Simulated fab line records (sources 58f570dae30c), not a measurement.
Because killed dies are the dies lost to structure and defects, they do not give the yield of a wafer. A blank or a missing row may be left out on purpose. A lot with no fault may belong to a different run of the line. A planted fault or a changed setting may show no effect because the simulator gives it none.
Which of the tools did it? + flow berkeley cmos170 + 14 lots, 42 wafers sampled, at 3 steps of a route of 331

## WHAT EACH GAUGE READ, for each wafer
UCB170_FIELD_THK_MEAS_02. Usual: for FIELD_OXIDE_THK the level is 563 nm and the standard deviation is 11.
| lot  | measured    | on            | FIELD_OXIDE_THK (nm) | flag |
|------|-------------|---------------|----------------------|------|
| L964 | day 5 00:22 | film metro-01 | 560 569 549          |      |
| L965 | day 5 00:25 | film metro-01 | 552 557 559          |      |
| L966 | day 5 00:21 | film metro-04 | 566 559 565          |      |
| L967 | day 5 12:52 | film metro-01 | 567 568 572          |      |
| L968 | day 5 12:52 | film metro-03 | 554 559 562          |      |
| L970 | day 6 03:38 | film metro-03 | 573 562 578          |      |
| L972 | day 6 12:18 | film metro-04 | 554 551 571          |      |
| L973 | day 6 20:24 | film metro-04 | 553 545 559          |      |
| L974 | day 7 06:00 | film metro-03 | 561 561 565          |      |
| L977 | day 7 17:08 | film metro-01 | 589 593 583          |      |
| L978 | day 7 17:07 | film metro-03 | 595 598 588          |      |
| L982 | day 9 00:43 | film metro-03 | 536 548 548          |      |
| L985 | day 9 14:29 | film metro-01 | 546 561 560          |      |
| L986 | day 9 14:29 | film metro-04 | 565 561 568          |      |

UCB170_FIELD_THK_MEAS_91. Usual: for FIELD_OXIDE_LEFT_2_THK the level is 358 nm and the standard deviation is 11.
| lot  | measured     | on            | FIELD_OXIDE_LEFT_2_THK (nm) | flag |
|------|--------------|---------------|-----------------------------|------|
| L964 | day 6 00:15  | film metro-04 | 355 364 344                 |      |
| L965 | day 6 00:07  | film metro-01 | 347 353 355                 |      |
| L966 | day 6 00:07  | film metro-04 | 359 352 359                 |      |
| L967 | day 6 11:57  | film metro-01 | 363 364 368                 |      |
| L968 | day 6 11:52  | film metro-03 | 349 354 357                 |      |
| L970 | day 7 08:11  | film metro-03 | 367 356 373                 |      |
| L972 | day 7 12:16  | film metro-03 | 346 344 364                 |      |
| L973 | day 7 23:08  | film metro-03 | 346 338 353                 |      |
| L974 | day 8 07:09  | film metro-03 | 355 355 360                 |      |
| L977 | day 8 20:30  | film metro-03 | 383 387 377                 |      |
| L978 | day 8 21:08  | film metro-01 | 390 393 384                 |      |
| L982 | day 10 09:38 | film metro-04 | 329 343 342                 |      |
| L985 | day 10 14:26 | film metro-01 | 341 357 356                 |      |
| L986 | day 10 14:22 | film metro-04 | 359 354 362                 |      |

## EACH LOT AND THE TOOL THAT RAN IT (in order: tool; ch and the chambers of the sampled wafers; start)
| lot  | UCB170_FIELD_OXIDATION_01    |
|------|------------------------------|
| L964 | furnace-04 ch 0, day 4 21:20 |
| L965 | furnace-04 ch 0, day 4 21:20 |
| L966 | furnace-04 ch 0, day 4 21:20 |
| L967 | furnace-02 ch 0, day 5 09:50 |
| L968 | furnace-02 ch 0, day 5 09:50 |
| L970 | furnace-04 ch 0, day 6 00:38 |
| L972 | furnace-02 ch 0, day 6 09:17 |
| L973 | furnace-03 ch 0, day 6 17:24 |
| L974 | furnace-03 ch 0, day 7 03:00 |
| L977 | furnace-03 ch 0, day 7 14:07 |
| L978 | furnace-03 ch 0, day 7 14:07 |
| L982 | furnace-04 ch 0, day 8 21:41 |
| L985 | furnace-04 ch 0, day 9 11:29 |
| L986 | furnace-04 ch 0, day 9 11:29 |
- UCB170_FIELD_OXIDATION_01: target thk 558.3 nm, ox time 7200 s.

## AS READ BY THE TOOLS THEMSELVES (means over the sampled wafers that have a number; for cases with no such wafer, the mark the record gives instead)
UCB170_FIELD_OXIDATION_01. Usual: spike tc centre C 1002.5 C, standard deviation 1.1; spike tc load C 1025.1 C, standard deviation 1.6; spike tc source C 1022.9 C, standard deviation 2.1; tube center temp C 999.99 C, standard deviation 0.092; tube_center_temp_C_max 1002.6, standard deviation 0.43.
| lot  | tool       | spike tc centre C (C) | spike tc load C (C) | spike tc source C (C) | tube center temp C (C) | tube_center_temp_C_max | flag |
|------|------------|-----------------------|---------------------|-----------------------|------------------------|------------------------|------|
| L964 | furnace-04 | 1003.6                | 1023.8              | 1021.2                | 999.97                 | 1002.6                 |      |
| L965 | furnace-04 | 1002.4                | 1024.2              | 1021.9                | 1000.01                | 1002.5                 |      |
| L966 | furnace-04 | 1002.5                | 1023.9              | 1022.1                | 1000.01                | 1002.6                 |      |
| L967 | furnace-02 | 1002.9                | 1024.8              | 1025.4                | 999.97                 | 1002.8                 |      |
| L968 | furnace-02 | 1002.1                | 1025.8              | 1024.9                | 1000.01                | 1002.3                 |      |
| L970 | furnace-04 | 1002.8                | 1025.2              | 1020.5                | 1000.07                | 1003.0                 |      |
| L972 | furnace-02 | 1001.4                | 1024.4              | 1026.0                | 1000.04                | 1002.4                 |      |
| L973 | furnace-03 | 1002.3                | 1026.7              | 1025.1                | 999.96                 | 1001.9                 |      |
| L974 | furnace-03 | 1001.5                | 1027.6              | 1024.8                | 999.99                 | 1002.6                 |      |
| L977 | furnace-03 | 1010.5                | 1035.1              | 1032.4                | 1008.00                | 1010.3                 | OFF  |
| L978 | furnace-03 | 1010.9                | 1035.2              | 1033.0                | 1007.90                | 1010.1                 | OFF  |
| L982 | furnace-04 | 1002.0                | 1024.8              | 1021.1                | 1000.02                | 1003.2                 |      |
| L985 | furnace-04 | 1002.8                | 1024.7              | 1021.0                | 999.99                 | 1002.7                 |      |
| L986 | furnace-04 | 1003.2                | 1023.7              | 1021.5                | 999.90                 | 1002.3                 |      |

## THE ANSWER, worked out from the rows above alone
Rule: a lot is off if the mean of its wafers that have a number lies more than 3 standard deviations from the usual mean. Also off: a lot with no number at a reading for which 4 or more lots have one. Any other lot the step has rows for is counted as sound. Order of review: gauges by route order, followed by the tools' own readings, for which a lot's mean as printed above is used. At the first step where some lot is off, the reading lying furthest off is the one used; lots without a number count as furthest.
Off: L977, L978, at UCB170_FIELD_OXIDATION_01 (tube center temp C).
A tool fits if, at that step or a process step before it, it ran every lot that is off, and no sound lot after the first of them. One candidate fits, namely furnace-03 at UCB170_FIELD_OXIDATION_01. A fault onset in the window from L974 (day 7 03:00, its last sound lot) to L977 (day 7 14:07, its first lot off) fits.
The tool's own readings at UCB170_FIELD_OXIDATION_01 bear it out: on the lots that are off they differ by more than 5 times the standard deviation of the sound lots' means. spike tc centre C reads 1010.7 C there against 1002.5 C on the sound lots; spike tc load C reads 1035.2 C there against 1025.0 C on the sound lots; tube center temp C reads 1007.95 C there against 1000.00 C on the sound lots; tube_center_temp_C_max reads 1010.2 there against 1002.6 on the sound lots.

## WHAT HAD BEEN PUT IN BY THE SIMULATOR
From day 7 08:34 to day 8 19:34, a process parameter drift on furnace-03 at UCB170_FIELD_OXIDATION_01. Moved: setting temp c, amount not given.
Struck lots among those shown: L978, L977. The rule above found the same.
